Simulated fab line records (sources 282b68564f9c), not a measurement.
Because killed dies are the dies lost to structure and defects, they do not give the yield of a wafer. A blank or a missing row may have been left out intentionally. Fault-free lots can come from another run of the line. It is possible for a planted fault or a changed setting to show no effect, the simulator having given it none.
Which of the tools did it? || flow rit_cmos || Sampling: 14 lots, 42 wafers, 5 of 202 route steps

WHAT THE GAUGES READ, wafer by wafer
RIT_ACTIVE_CD_MEAS_90: target cd 1400 nm.
{"lot": "L140", "measured": "day 1 15:07", "on": "cd_sem-01", "cd_nm (nm)": "1398.4 1397.7 1396.8"}
{"lot": "L141", "measured": "day 1 20:25", "on": "cd_sem-01", "cd_nm (nm)": "1399.2 1399.4 1399.8"}
{"lot": "L143", "measured": "day 2 06:02", "on": "cd_sem-01", "cd_nm (nm)": "1400.1 1401.1 1399.2"}
{"lot": "L144", "measured": "day 2 11:32", "on": "cd_sem-02", "cd_nm (nm)": "1399.5 1402.3 1401.1"}
{"lot": "L145", "measured": "day 2 16:44", "on": "cd_sem-01", "cd_nm (nm)": "1399.1 1401.8 1399.8"}
{"lot": "L146", "measured": "day 2 21:10", "on": "cd_sem-01", "cd_nm (nm)": "1405.3 1405.7 1406.3"}
{"lot": "L147", "measured": "day 3 02:11", "on": "cd_sem-01", "cd_nm (nm)": "1400.5 1400.1 1401.1"}
{"lot": "L148", "measured": "day 3 07:10", "on": "cd_sem-01", "cd_nm (nm)": "1398.2 1397.8 1398.6"}
{"lot": "L149", "measured": "day 3 12:01", "on": "cd_sem-02", "cd_nm (nm)": "- - -"}
{"lot": "L150", "measured": "day 3 17:08", "on": "cd_sem-01", "cd_nm (nm)": "- - -"}
{"lot": "L155", "measured": "day 4 18:10", "on": "cd_sem-02", "cd_nm (nm)": "1398.4 1399.5 1400.4"}
{"lot": "L160", "measured": "day 5 19:08", "on": "cd_sem-01", "cd_nm (nm)": "1404.2 1401.8 1401.9"}
{"lot": "L161", "measured": "day 6 00:08", "on": "cd_sem-02", "cd_nm (nm)": "1403.7 1402.9 1403.3"}
{"lot": "L163", "measured": "day 6 10:08", "on": "cd_sem-01", "cd_nm (nm)": "1401.3 1401.4 1401.7"}

RIT_PLDD_OVL_MEAS_06.
{"lot": "L140", "measured": "day 2 20:05", "on": "overlay-01", "PLDD_OVL (nm)": "-0.9 0.1 0.5"}
{"lot": "L141", "measured": "day 3 01:27", "on": "overlay-01", "PLDD_OVL (nm)": "-0.6 0.5 0.9"}
{"lot": "L143", "measured": "day 3 10:31", "on": "overlay-02", "PLDD_OVL (nm)": "-1.9 -0.8 -0.9"}
{"lot": "L144", "measured": "day 3 16:19", "on": "overlay-02", "PLDD_OVL (nm)": "-1.8 -1.2 -1.0"}
{"lot": "L145", "measured": "day 3 20:31", "on": "overlay-02", "PLDD_OVL (nm)": "-0.5 -0.1 1.6"}
{"lot": "L146", "measured": "day 4 00:55", "on": "overlay-01", "PLDD_OVL (nm)": "3.4 2.2 1.8"}
{"lot": "L147", "measured": "day 4 07:11", "on": "overlay-02", "PLDD_OVL (nm)": "-0.2 -0.4 -1.4"}
{"lot": "L148", "measured": "day 4 11:40", "on": "overlay-02", "PLDD_OVL (nm)": "0.9 1.5 3.1"}
{"lot": "L155", "measured": "day 5 21:12", "on": "overlay-01", "PLDD_OVL (nm)": "1.5 2.1 0.5"}
{"lot": "L160", "measured": "day 6 22:43", "on": "overlay-02", "PLDD_OVL (nm)": "0.3 -0.3 1.1"}
{"lot": "L161", "measured": "day 7 04:40", "on": "overlay-02", "PLDD_OVL (nm)": "-1.7 -2.7 -0.7"}
{"lot": "L163", "measured": "day 7 14:55", "on": "overlay-02", "PLDD_OVL (nm)": "0.9 2.8 1.3"}

RIT_PSD_TW_MEAS_10.
{"lot": "L140", "measured": "day 3 02:21", "on": "film_metro-04", "PSD_TW": "3438 3421 3430"}
{"lot": "L141", "measured": "day 3 07:23", "on": "film_metro-04", "PSD_TW": "3444 3447 3443"}
{"lot": "L143", "measured": "day 3 16:38", "on": "film_metro-04", "PSD_TW": "3424 3419 3444"}
{"lot": "L144", "measured": "day 3 22:28", "on": "film_metro-04", "PSD_TW": "3432 3439 3418"}
{"lot": "L145", "measured": "day 4 02:29", "on": "film_metro-04", "PSD_TW": "3427 3429 3429"}
{"lot": "L146", "measured": "day 4 07:01", "on": "film_metro-03", "PSD_TW": "3406 3418 3406"}
{"lot": "L147", "measured": "day 4 13:10", "on": "film_metro-02", "PSD_TW": "3428 3427 3416"}
{"lot": "L148", "measured": "day 4 17:48", "on": "film_metro-02", "PSD_TW": "3436 3454 3437"}
{"lot": "L155", "measured": "day 6 03:27", "on": "film_metro-04", "PSD_TW": "3447 3430 3438"}
{"lot": "L160", "measured": "day 7 04:45", "on": "film_metro-02", "PSD_TW": "3447 3426 3445"}
{"lot": "L161", "measured": "day 7 10:31", "on": "film_metro-02", "PSD_TW": "3446 3457 3466"}
{"lot": "L163", "measured": "day 7 22:24", "on": "film_metro-02", "PSD_TW": "3451 3459 3439"}

RIT_M1_BOW_MEAS_16.
{"lot": "L140", "measured": "day 3 10:34", "on": "film_metro-02", "M1_BOW (um)": "23 11 22"}
{"lot": "L141", "measured": "day 3 15:11", "on": "film_metro-02", "M1_BOW (um)": "21 15 6"}
{"lot": "L143", "measured": "day 4 03:00", "on": "film_metro-02", "M1_BOW (um)": "3 11 21"}
{"lot": "L144", "measured": "day 4 06:50", "on": "film_metro-02", "M1_BOW (um)": "6 31 10"}
{"lot": "L145", "measured": "day 4 10:41", "on": "film_metro-02", "M1_BOW (um)": "22 18 4"}
{"lot": "L146", "measured": "day 4 16:07", "on": "film_metro-02", "M1_BOW (um)": "18 23 14"}
{"lot": "L147", "measured": "day 4 21:16", "on": "film_metro-04", "M1_BOW (um)": "9 20 9"}
{"lot": "L148", "measured": "day 5 01:59", "on": "film_metro-04", "M1_BOW (um)": "18 10 31"}
{"lot": "L155", "measured": "day 6 11:22", "on": "film_metro-03", "M1_BOW (um)": "8 18 10"}
{"lot": "L160", "measured": "day 7 12:20", "on": "film_metro-04", "M1_BOW (um)": "17 10 14"}
{"lot": "L161", "measured": "day 7 18:14", "on": "film_metro-04", "M1_BOW (um)": "16 12 24"}
{"lot": "L163", "measured": "day 8 06:13", "on": "film_metro-04", "M1_BOW (um)": "10 1 15"}

WHICH TOOL RAN EACH LOT (tool, then ch and the chambers of the sampled wafers, then the start)
{"lot": "L140", "RIT_ACTIVE_ETCH_13": "rie_diel-03 ch 0,1,3, day 1 14:47"}
{"lot": "L141", "RIT_ACTIVE_ETCH_13": "rie_diel-04 ch 0,1,2, day 1 20:04"}
{"lot": "L143", "RIT_ACTIVE_ETCH_13": "rie_diel-02 ch 0,1, day 2 05:43"}
{"lot": "L144", "RIT_ACTIVE_ETCH_13": "rie_diel-02 ch 0,1,3, day 2 11:14"}
{"lot": "L145", "RIT_ACTIVE_ETCH_13": "rie_diel-04 ch 1,2, day 2 16:25"}
{"lot": "L146", "RIT_ACTIVE_ETCH_13": "rie_diel-03 ch 0,2,3, day 2 20:50"}
{"lot": "L147", "RIT_ACTIVE_ETCH_13": "rie_diel-02 ch 0,1,3, day 3 01:53"}
{"lot": "L148", "RIT_ACTIVE_ETCH_13": "rie_diel-04 ch 0,1,2, day 3 06:50"}
{"lot": "L149", "RIT_ACTIVE_ETCH_13": "rie_diel-03 ch 0,1,2, day 3 11:43"}
{"lot": "L150", "RIT_ACTIVE_ETCH_13": "rie_diel-03 ch 0,1,2, day 3 16:50"}
{"lot": "L155", "RIT_ACTIVE_ETCH_13": "rie_diel-04 ch 0,2,3, day 4 17:50"}
{"lot": "L160", "RIT_ACTIVE_ETCH_13": "rie_diel-02 ch 0,2,3, day 5 18:50"}
{"lot": "L161", "RIT_ACTIVE_ETCH_13": "rie_diel-04 ch 2,3, day 5 23:50"}
{"lot": "L163", "RIT_ACTIVE_ETCH_13": "rie_diel-04 ch 0,1,2, day 6 09:50"}
- RIT_ACTIVE_ETCH_13: etches Si3N4 in SF6, stops on SiO2, time 210 s, target depth 210 nm.

WHAT THE TOOLS THEMSELVES READ (means of the sampled wafers that have a number; where no wafer has one, the mark that the record gives instead)
RIT_ACTIVE_ETCH_13.
{"lot": "L140", "tool": "rie_diel-03", "SF6_flow_sccm (sccm)": 200.2, "chamber_pressure_mTorr (mTorr)": 260.11, "drypump_motor_current_A (A)": 5.6, "oes_product_au (a.u.)": 0.828, "throttle_valve_pct (%)": 7.38}
{"lot": "L141", "tool": "rie_diel-04", "SF6_flow_sccm (sccm)": 200.0, "chamber_pressure_mTorr (mTorr)": 260.11, "drypump_motor_current_A (A)": 5.9, "oes_product_au (a.u.)": 0.828, "throttle_valve_pct (%)": 7.47}
{"lot": "L143", "tool": "rie_diel-02", "SF6_flow_sccm (sccm)": 199.1, "chamber_pressure_mTorr (mTorr)": 259.93, "drypump_motor_current_A (A)": 6.1, "oes_product_au (a.u.)": 0.826, "throttle_valve_pct (%)": 7.30}
{"lot": "L144", "tool": "rie_diel-02", "SF6_flow_sccm (sccm)": 199.9, "chamber_pressure_mTorr (mTorr)": 259.96, "drypump_motor_current_A (A)": 5.9, "oes_product_au (a.u.)": 0.826, "throttle_valve_pct (%)": 7.41}
{"lot": "L145", "tool": "rie_diel-04", "SF6_flow_sccm (sccm)": 200.5, "chamber_pressure_mTorr (mTorr)": 260.15, "drypump_motor_current_A (A)": 5.8, "oes_product_au (a.u.)": 0.838, "throttle_valve_pct (%)": 7.44}
{"lot": "L146", "tool": "rie_diel-03", "SF6_flow_sccm (sccm)": 199.8, "chamber_pressure_mTorr (mTorr)": 260.13, "drypump_motor_current_A (A)": 6.0, "oes_product_au (a.u.)": 0.808, "throttle_valve_pct (%)": 7.43}
{"lot": "L147", "tool": "rie_diel-02", "SF6_flow_sccm (sccm)": 199.4, "chamber_pressure_mTorr (mTorr)": 259.97, "drypump_motor_current_A (A)": 5.9, "oes_product_au (a.u.)": 0.825, "throttle_valve_pct (%)": 7.42}
{"lot": "L148", "tool": "rie_diel-04", "SF6_flow_sccm (sccm)": 199.8, "chamber_pressure_mTorr (mTorr)": 260.01, "drypump_motor_current_A (A)": 5.9, "oes_product_au (a.u.)": 0.826, "throttle_valve_pct (%)": 7.47}
{"lot": "L149", "tool": "rie_diel-03", "SF6_flow_sccm (sccm)": "-", "chamber_pressure_mTorr (mTorr)": "-", "drypump_motor_current_A (A)": "-", "oes_product_au (a.u.)": "-", "throttle_valve_pct (%)": "-"}
{"lot": "L150", "tool": "rie_diel-03", "SF6_flow_sccm (sccm)": "-", "chamber_pressure_mTorr (mTorr)": "-", "drypump_motor_current_A (A)": "-", "oes_product_au (a.u.)": "-", "throttle_valve_pct (%)": "-"}
{"lot": "L155", "tool": "rie_diel-04", "SF6_flow_sccm (sccm)": 199.9, "chamber_pressure_mTorr (mTorr)": 259.79, "drypump_motor_current_A (A)": 5.8, "oes_product_au (a.u.)": 0.831, "throttle_valve_pct (%)": 7.43}
{"lot": "L160", "tool": "rie_diel-02", "SF6_flow_sccm (sccm)": 200.3, "chamber_pressure_mTorr (mTorr)": 260.00, "drypump_motor_current_A (A)": 5.8, "oes_product_au (a.u.)": 0.808, "throttle_valve_pct (%)": 7.51}
{"lot": "L161", "tool": "rie_diel-04", "SF6_flow_sccm (sccm)": 200.3, "chamber_pressure_mTorr (mTorr)": 260.00, "drypump_motor_current_A (A)": 5.8, "oes_product_au (a.u.)": 0.847, "throttle_valve_pct (%)": 7.43}
{"lot": "L163", "tool": "rie_diel-04", "SF6_flow_sccm (sccm)": 199.8, "chamber_pressure_mTorr (mTorr)": 259.93, "drypump_motor_current_A (A)": 5.9, "oes_product_au (a.u.)": 0.827, "throttle_valve_pct (%)": 7.47}

THE ANSWER, worked out from the rows above alone
Rule: usual is defined by the lots themselves. The widest of any qualifying gaps counts: lots, ordered by their means at a reading, are off when they make up no more than a third of the lots, leave a main group of 4 or more, and stand apart from it by 3 or more times the standard deviation of that group's means. If all means in a main group match to the digits the tables above print for the reading, that group is not used. Also off: a lot with no number at a reading for which 4 or more lots have one. Where the step has rows for the other lots, those lots are counted as sound. First the gauges in route order, then the tools' own readings, where a lot's mean is used as printed above. At the first step where some lot is off, the reading lying furthest off is the one used; lots without a number count as furthest.
Off: L149, L150, at RIT_ACTIVE_CD_MEAS_90 (cd_nm). Without a number there: L149, L150. Mean 1400.8 nm and standard deviation 2.2 in the main group.
If a tool, at a process step before that reading, ran all the lots that are off and no sound lot after the first of them, it fits. The gauges at RIT_ACTIVE_CD_MEAS_90 aren't tried: what is off there is off at RIT_ACTIVE_ETCH_13 too, on other tools, and a gauge's error can't cause that. One fits: rie_diel-03 at RIT_ACTIVE_ETCH_13. A fault onset in the window from L146 (day 2 20:50, its last sound lot) to L149 (day 3 11:43, its first lot off) fits.
Blank at RIT_ACTIVE_ETCH_13 on the lots that are off, where sound lots have numbers: SF6_flow_sccm, chamber_pressure_mTorr, drypump_motor_current_A, oes_product_au, throttle_valve_pct.

WHAT THE SIMULATOR HAD INSERTED
Entire step skipped (rie_diel-03, RIT_ACTIVE_ETCH_13), from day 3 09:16 onward. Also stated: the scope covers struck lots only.
Lots struck among those shown: L149, L150. The rule given above showed the same thing.
